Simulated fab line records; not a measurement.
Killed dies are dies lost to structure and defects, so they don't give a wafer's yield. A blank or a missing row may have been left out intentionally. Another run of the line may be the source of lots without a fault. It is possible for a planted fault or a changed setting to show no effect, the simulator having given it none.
Which tool is to blame? | flow berkeley_cmos170 | 14 lots with 42 wafers sampled at 5 steps, on a route of 331 steps

## WHAT THE GAUGES READ, wafer by wafer
UCB170_NWELL_TW_MEAS_16.
lot  | measured    | on            | NWELL_TW
L351 | day 2 07:08 | film_metro-03 | 1263 1263 1262
L352 | day 2 19:11 | film_metro-01 | 1233 1246 1246
L353 | day 3 01:20 | film_metro-01 | 1244 1238 1241
L354 | day 3 05:56 | film_metro-02 | 1234 1238 1235
L355 | day 3 13:41 | film_metro-01 | 1238 1247 1246
L356 | day 3 14:25 | film_metro-01 | 1246 1235 1242
L358 | day 3 22:43 | film_metro-03 | 1248 1260 1254
L359 | day 4 07:05 | film_metro-01 | 1231 1244 1243
L363 | day 5 05:28 | film_metro-03 | 1138 1142 1133
L364 | day 5 10:26 | film_metro-03 | 1140 1136 1131
L367 | day 5 19:34 | film_metro-01 | 1244 1245 1240
L369 | day 6 03:46 | film_metro-01 | 1243 1251 1236
L371 | day 6 18:43 | film_metro-03 | 1257 1258 1268
L372 | day 7 00:26 | film_metro-03 | 1265 1271 1266

UCB170_SACOX_THK_MEAS_02.
lot  | measured     | on            | SACOX_OXIDE_THK (nm)
L351 | day 5 11:07  | film_metro-04 | 14.28 14.39 14.42
L352 | day 6 04:45  | film_metro-01 | 14.43 14.10 14.27
L353 | day 6 12:36  | film_metro-01 | 14.64 14.59 14.78
L354 | day 6 12:36  | film_metro-02 | 14.88 14.85 14.94
L355 | day 6 16:46  | film_metro-01 | 14.70 14.57 14.48
L356 | day 6 16:46  | film_metro-04 | 14.42 14.48 14.35
L358 | day 7 13:40  | film_metro-01 | 14.17 14.09 14.29
L359 | day 7 19:10  | film_metro-04 | 14.58 14.55 14.48
L363 | day 8 10:03  | film_metro-02 | 14.51 14.47 14.55
L364 | day 8 23:37  | film_metro-04 | 14.27 14.05 14.15
L367 | day 8 23:34  | film_metro-01 | 14.36 14.35 14.38
L369 | day 9 14:30  | film_metro-01 | 14.23 14.40 14.10
L371 | day 10 04:25 | film_metro-02 | 14.21 14.45 14.46
L372 | day 10 04:26 | film_metro-01 | 14.10 14.36 14.42

UCB170_PLDD_TW_MEAS_11.
lot  | measured     | on            | PLDD_TW
L351 | day 6 17:35  | film_metro-02 | 994 1002 998
L352 | day 7 17:05  | film_metro-04 | 1012 1012 1012
L353 | day 7 22:10  | film_metro-03 | 1026 1029 1022
L354 | day 7 22:22  | film_metro-04 | 1016 1007 1012
L355 | day 7 22:36  | film_metro-03 | 1025 1021 1027
L356 | day 7 22:17  | film_metro-04 | 1010 1022 1013
L358 | day 8 21:05  | film_metro-04 | 1015 1015 1009
L359 | day 9 03:53  | film_metro-03 | 1024 1026 1023
L363 | day 9 23:23  | film_metro-04 | 1017 1019 1020
L364 | day 10 07:23 | film_metro-03 | 1024 1021 1025
L367 | day 10 06:14 | film_metro-03 | 1021 1020 1021
L369 | day 10 23:47 | film_metro-04 | 1006 1010 1010
L371 | day 11 10:52 | film_metro-03 | 1019 1023 1027
L372 | day 11 10:20 | film_metro-02 | 999 1000 1000

## WHAT TOOL EACH LOT RAN ON (gives the tool, then ch and the chambers of the sampled wafers, and finally the start)
lot  | UCB170_NWELL_IMPLANT_14        | UCB170_PWELL_STRIP_16
L351 | implanter-02 ch 0, day 2 06:53 | plasma_asher-01 ch 0,1, day 3 03:39
L352 | implanter-01 ch 0, day 2 18:56 | plasma_asher-04 ch 0,1, day 3 14:37
L353 | implanter-02 ch 0, day 3 01:05 | plasma_asher-04 ch 0,1, day 3 22:11
L354 | implanter-01 ch 0, day 3 05:41 | plasma_asher-02 ch 0,1, day 3 22:22
L355 | implanter-01 ch 0, day 3 13:26 | plasma_asher-01 ch 0,1, day 4 07:47
L356 | implanter-03 ch 0, day 3 14:10 | plasma_asher-02 ch 0,1, day 4 08:02
L358 | implanter-01 ch 0, day 3 22:28 | plasma_asher-01 ch 0,1, day 5 00:11
L359 | implanter-02 ch 0, day 4 06:51 | plasma_asher-01 ch 0,1, day 5 08:08
L363 | implanter-03 ch 0, day 5 05:13 | plasma_asher-02 ch 0,1, day 5 23:39
L364 | implanter-03 ch 0, day 5 10:11 | plasma_asher-02 ch 0,1, day 6 07:20
L367 | implanter-02 ch 0, day 5 19:20 | plasma_asher-01 ch 0,1, day 6 15:43
L369 | implanter-02 ch 0, day 6 03:31 | plasma_asher-04 ch 1, day 7 01:41
L371 | implanter-01 ch 0, day 6 18:28 | plasma_asher-04 ch 0,1, day 7 17:49
L372 | implanter-01 ch 0, day 7 00:13 | plasma_asher-01 ch 0,1, day 7 17:34
- UCB170_NWELL_IMPLANT_14
- UCB170_PWELL_STRIP_16: strips in O2.

## AS READ BY THE TOOLS THEMSELVES (means over the sampled wafers that have a number; for cases with no such wafer, the mark the record gives instead)
UCB170_NWELL_IMPLANT_14.
lot  | tool         | beam_energy_keV | dose_ions_cm2 | faraday_current_uA
L351 | implanter-02 | 149.92          | 1.0003e+13    | 32.2
L352 | implanter-01 | 149.96          | 1.0010e+13    | 32.5
L353 | implanter-02 | 149.98          | 9.9987e+12    | 31.6
L354 | implanter-01 | 149.97          | 9.9923e+12    | 32.5
L355 | implanter-01 | 150.08          | 9.9977e+12    | 31.9
L356 | implanter-03 | 149.98          | 1.0006e+13    | 31.7
L358 | implanter-01 | 149.97          | 1.0004e+13    | 31.7
L359 | implanter-02 | 150.01          | 1.0008e+13    | 32.0
L363 | implanter-03 | 150.03          | 7.2270e+12    | 23.0
L364 | implanter-03 | 150.03          | 7.2260e+12    | 22.8
L367 | implanter-02 | 150.02          | 9.9943e+12    | 31.6
L369 | implanter-02 | 149.98          | 9.9960e+12    | 31.3
L371 | implanter-01 | 150.00          | 1.0005e+13    | 31.2
L372 | implanter-01 | 150.00          | 9.9890e+12    | 31.9

UCB170_PWELL_STRIP_16.
lot  | tool            | drypump_motor_current_A (A) | oes_product_au (a.u.) | strip_time_to_endpoint_s (s)
L351 | plasma_asher-01 | 6.1                         | 0.720                 | 18.02
L352 | plasma_asher-04 | 5.3                         | 0.717                 | 18.09
L353 | plasma_asher-04 | 5.3                         | 0.717                 | 18.08
L354 | plasma_asher-02 | 6.3                         | 0.722                 | 18.06
L355 | plasma_asher-01 | 6.2                         | 0.716                 | 18.10
L356 | plasma_asher-02 | 6.3                         | 0.722                 | 18.06
L358 | plasma_asher-01 | 6.2                         | 0.721                 | 18.03
L359 | plasma_asher-01 | 6.2                         | 0.723                 | 18.05
L363 | plasma_asher-02 | 6.2                         | 0.716                 | 18.23
L364 | plasma_asher-02 | 6.3                         | 0.720                 | 18.10
L367 | plasma_asher-01 | 6.2                         | 0.716                 | 18.07
L369 | plasma_asher-04 | 4.8                         | 0.720                 | 18.13
L371 | plasma_asher-04 | 5.8                         | 0.719                 | 18.08
L372 | plasma_asher-01 | 6.1                         | 0.719                 | 18.01

## THE ANSWER, worked out from the rows above alone
Rule: the usual values come from the lots themselves. Put in order of their means at a reading, lots are off if they are a third of the lots or fewer, leave a main group of 4 or more, and stand apart from it by a gap of 3 or more times the standard deviation of the main group's means; of several such gaps the widest counts. A main group whose means are all the same, to the digits that the tables above print for the reading, isn't used. A lot without any number at a reading at which 4 lots or more have one is off too. All remaining lots with rows at the step are treated as sound. The gauges are gone through in route order, then the tools' own readings, and for those a lot's mean is taken as printed above. The first step at which some lot is off is used, and at that step the reading that is off furthest; a lot without a number counts as furthest.
Off: L363, L364, seen at UCB170_NWELL_TW_MEAS_16 (NWELL_TW). For the main group the mean is 1248 and the standard deviation 10.
A tool fits if, at a process step before that reading, it ran every lot that is off, and no sound lot after the first of them. The gauges at UCB170_NWELL_TW_MEAS_16 aren't tried: what is off there is off at UCB170_NWELL_IMPLANT_14 too, on other tools, and a gauge's error can't cause that. One candidate fits, namely implanter-03 at UCB170_NWELL_IMPLANT_14. A fault onset in the window from L356 (day 3 14:10, its last sound lot) to L363 (day 5 05:13, its first lot off) fits.
The tool's own readings at UCB170_NWELL_IMPLANT_14 bear it out: on the lots that are off they differ by more than 5 times the standard deviation of the sound lots' means. dose_ions_cm2 reads 7.2265e+12 there against 1.0000e+13 on the sound lots; faraday_current_uA reads 22.9 there against 31.8 on the sound lots.

## WHAT THE SIMULATOR PUT IN
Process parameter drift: implanter-03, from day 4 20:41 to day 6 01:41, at UCB170_NWELL_IMPLANT_14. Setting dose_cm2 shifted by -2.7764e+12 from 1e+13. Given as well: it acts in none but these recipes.
Shown lots that were struck: L363, L364. The rule above reached the same finding.
